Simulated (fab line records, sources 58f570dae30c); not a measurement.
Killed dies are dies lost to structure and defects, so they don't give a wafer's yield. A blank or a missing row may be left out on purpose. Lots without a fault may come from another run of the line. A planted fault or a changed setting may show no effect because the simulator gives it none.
Which tool did it? | flow berkeley_cmos170 | 14 lots, 42 wafers sampled, at 5 steps of a route of 331

WHAT THE GAUGES READ, wafer by wafer
UCB170_START_THK_MEAS_03.
lot  | measured    | on            | START_OXIDE_THK (nm)
L146 | day 1 21:05 | film_metro-01 | 20.1 20.4 20.3
L147 | day 2 02:09 | film_metro-03 | 20.5 20.6 20.7
L148 | day 2 06:58 | film_metro-03 | 19.7 19.5 19.5
L149 | day 2 11:25 | film_metro-02 | 20.4 20.0 20.3
L150 | day 2 16:51 | film_metro-02 | 20.2 20.4 20.1
L151 | day 2 22:21 | film_metro-02 | 20.0 20.1 19.7
L152 | day 3 02:31 | film_metro-02 | 19.0 19.2 19.3
L154 | day 3 13:32 | film_metro-01 | 19.9 19.9 19.8
L155 | day 3 19:26 | film_metro-03 | 20.2 19.7 20.3
L156 | day 3 19:25 | film_metro-02 | 19.6 19.5 19.6
L157 | day 4 12:04 | film_metro-02 | 30.9 30.9 30.2
L160 | day 4 23:02 | film_metro-03 | 31.0 30.9 30.7
L166 | day 6 02:22 | film_metro-02 | 19.8 19.9 20.0
L167 | day 6 02:25 | film_metro-03 | 19.8 19.9 19.8

UCB170_PWELL_THK_MEAS_03.
lot  | measured    | on            | PWELL_OXIDE_THK (nm)
L146 | day 3 04:40 | film_metro-01 | 25.5 25.9 26.1
L147 | day 3 16:33 | film_metro-04 | 25.0 25.6 25.1
L148 | day 3 16:33 | film_metro-03 | 25.3 25.3 25.6
L149 | day 3 16:33 | film_metro-01 | 25.9 25.5 25.5
L150 | day 4 02:44 | film_metro-03 | 26.2 26.1 26.3
L151 | day 4 02:44 | film_metro-04 | 26.7 27.2 26.6
L152 | day 4 19:19 | film_metro-04 | 27.2 26.5 26.9
L154 | day 5 01:50 | film_metro-01 | 26.6 26.2 26.5
L155 | day 5 14:46 | film_metro-04 | 27.2 27.8 27.1
L156 | day 5 14:49 | film_metro-01 | 27.0 27.1 26.9
L157 | day 5 14:44 | film_metro-01 | 26.3 26.9 26.5
L160 | day 6 09:19 | film_metro-03 | 27.3 27.1 27.6
L166 | day 7 03:58 | film_metro-01 | 26.8 26.6 26.6
L167 | day 7 13:25 | film_metro-01 | 26.9 27.3 27.0

UCB170_PWELL_THK_MEAS_06.
lot  | measured    | on            | PWELL_NITRIDE_THK (nm)
L146 | day 3 13:25 | film_metro-04 | 220.4 220.1 218.4
L147 | day 4 02:21 | film_metro-01 | 219.9 218.8 219.7
L148 | day 4 02:21 | film_metro-03 | 221.2 218.8 221.2
L149 | day 4 02:21 | film_metro-04 | 218.3 218.5 218.1
L150 | day 4 11:05 | film_metro-04 | 219.7 221.5 222.7
L151 | day 4 11:09 | film_metro-04 | 220.8 221.9 221.2
L152 | day 5 08:18 | film_metro-01 | 221.3 220.8 220.9
L154 | day 5 08:18 | film_metro-04 | 223.1 223.9 223.8
L155 | day 5 21:01 | film_metro-03 | 222.1 223.2 220.1
L156 | day 5 20:56 | film_metro-04 | 222.1 221.5 221.7
L157 | day 5 20:55 | film_metro-03 | 221.9 218.4 219.1
L160 | day 6 20:49 | film_metro-04 | 220.3 219.3 220.0
L166 | day 7 13:19 | film_metro-03 | 220.6 220.1 221.5
L167 | day 7 17:50 | film_metro-01 | 220.2 220.0 221.4

UCB170_ACTIVE_OVL_MEAS_14.
lot  | measured    | on         | ACTIVE_OVL (nm)
L146 | day 4 23:49 | overlay-02 | -16 -9 -11
L147 | day 5 16:04 | overlay-02 | -4 0 -4
L148 | day 5 15:43 | overlay-02 | 1 2 -4
L149 | day 5 15:36 | overlay-02 | 2 -1 1
L150 | day 5 22:35 | overlay-01 | -5 7 -2
L151 | day 5 22:52 | overlay-01 | 4 2 2
L152 | day 6 19:14 | overlay-01 | -1 -3 -2
L154 | day 6 19:50 | overlay-01 | -7 -13 -5
L155 | day 7 14:44 | overlay-02 | -4 -11 3
L156 | day 7 15:06 | overlay-02 | 4 5 4
L157 | day 7 14:26 | overlay-02 | -9 -9 -8
L160 | day 8 07:37 | overlay-01 | -1 -2 3
L166 | day 8 23:59 | overlay-01 | 4 3 3
L167 | day 9 04:14 | overlay-01 | 2 3 11

WHICH TOOL RAN EACH LOT (tool, then ch and the chambers of the sampled wafers, then the start)
lot  | UCB170_START_OXIDATION_02
L146 | furnace-04 ch 0, day 1 19:35
L147 | furnace-01 ch 0, day 2 00:39
L148 | furnace-02 ch 0, day 2 05:28
L149 | furnace-04 ch 0, day 2 09:55
L150 | furnace-04 ch 0, day 2 15:21
L151 | furnace-04 ch 0, day 2 20:51
L152 | furnace-02 ch 0, day 3 01:00
L154 | furnace-02 ch 0, day 3 12:02
L155 | furnace-02 ch 0, day 3 17:54
L156 | furnace-02 ch 0, day 3 17:54
L157 | furnace-02 ch 0, day 4 04:45
L160 | furnace-02 ch 0, day 4 18:01 and furnace-04 ch 0, day 4 21:32
L166 | furnace-02 ch 0, day 6 00:52
L167 | furnace-02 ch 0, day 6 00:52
- UCB170_START_OXIDATION_02: target thk 20 nm, ox time 1800 s.

WHAT THE TOOLS THEMSELVES READ (means of the sampled wafers that have a number; where no wafer has one, the mark that the record gives instead)
UCB170_START_OXIDATION_02.
lot  | tool                  | zone_power_centre_pct (%)
L146 | furnace-04            | 46.3
L147 | furnace-01            | 48.0
L148 | furnace-02            | 48.7
L149 | furnace-04            | 45.8
L150 | furnace-04            | 46.1
L151 | furnace-04            | 46.5
L152 | furnace-02            | 48.5
L154 | furnace-02            | 49.1
L155 | furnace-02            | 49.5
L156 | furnace-02            | 48.9
L157 | furnace-02            | 49.1
L160 | furnace-02/furnace-04 | 47.5
L166 | furnace-02            | 48.8
L167 | furnace-02            | 49.1

THE ANSWER, worked out from the rows above alone
Rule: what is usual is taken from the lots themselves. Put in order of their means at a reading, lots are off if they are a third of the lots or fewer, leave a main group of 4 or more, and stand apart from it by a gap of 3 or more times the standard deviation of the main group's means; of several such gaps the widest counts. A main group whose means are all the same, to the digits that the tables above print for the reading, isn't used. A lot without any number at a reading at which 4 lots or more have one is off too. The other lots that the step has rows for count as sound. The gauges are gone through in route order, then the tools' own readings, and for those a lot's mean is taken as printed above. The first step at which some lot is off is used, and at that step the reading that is off furthest; a lot without a number counts as furthest.
Off: L157, L160, at UCB170_START_THK_MEAS_03 (START_OXIDE_THK). The main group: mean 19.9 nm, standard deviation 0.37.
A tool fits if, at a process step before that reading, it ran every lot that is off, and no sound lot after the first of them. The gauges at UCB170_START_THK_MEAS_03 are tried like those tools. None of those tried fits.

WHAT THE SIMULATOR HAD PUT IN
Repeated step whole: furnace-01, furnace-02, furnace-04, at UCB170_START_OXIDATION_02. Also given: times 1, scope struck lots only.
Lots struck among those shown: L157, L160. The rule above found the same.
